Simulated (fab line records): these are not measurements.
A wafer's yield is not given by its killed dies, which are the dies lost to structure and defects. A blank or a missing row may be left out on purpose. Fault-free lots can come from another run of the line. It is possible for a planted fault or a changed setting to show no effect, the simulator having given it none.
Which of the tools did it? ; flow berkeley_cmos170 ; 21 wafers from 7 lots sampled at 2 of the route's 331 steps

WHAT EACH GAUGE READ, for each wafer
UCB170_M2_THK_MEAS_03: measures by xrf.
lot;measured;on;M2_AL_THK (nm)
L197;day 9 02:22;film_metro-04;895 906 901
L204;day 10 19:01;film_metro-02;906 904 915
L203;day 10 23:34;film_metro-04;893 896 916
L209;day 11 13:11;film_metro-01;917 914 917
L207;day 11 17:47;film_metro-04;900 909 904
L214;day 12 01:35;film_metro-04;911 912 917
L219;day 13 02:32;film_metro-02;915 911 918

WHAT TOOL EACH LOT RAN ON (gives the tool, then ch and the chambers of the sampled wafers, and finally the start)
lot;UCB170_PSD_STRIP_09
L197;plasma_asher-02 ch 0,1, day 8 09:01
L204;plasma_asher-02 ch 0,1, day 9 23:08
L203;plasma_asher-02 ch 1, day 9 23:22
L209;plasma_asher-01 ch 0,1, day 10 15:26
L207;plasma_asher-01 ch 0,1, day 10 15:42
L214;plasma_asher-01 ch 0,1, day 11 04:51
L219;plasma_asher-01 ch 0,1, day 12 09:31
- UCB170_PSD_STRIP_09: strips in O2.

THE ANSWER, worked out from the rows above alone
Rule: what is usual is taken from the lots themselves. The widest of any qualifying gaps counts: lots, ordered by their means at a reading, are off when they make up no more than a third of the lots, leave a main group of 4 or more, and stand apart from it by 3 or more times the standard deviation of that group's means. If all means in a main group match to the digits the tables above print for the reading, that group is not used. A lot without any number at a reading at which 4 lots or more have one is off too. Any other lot the step has rows for is counted as sound.
No lot is off at any reading shown: from this, nothing can be told.

WHAT THE SIMULATOR PUT IN
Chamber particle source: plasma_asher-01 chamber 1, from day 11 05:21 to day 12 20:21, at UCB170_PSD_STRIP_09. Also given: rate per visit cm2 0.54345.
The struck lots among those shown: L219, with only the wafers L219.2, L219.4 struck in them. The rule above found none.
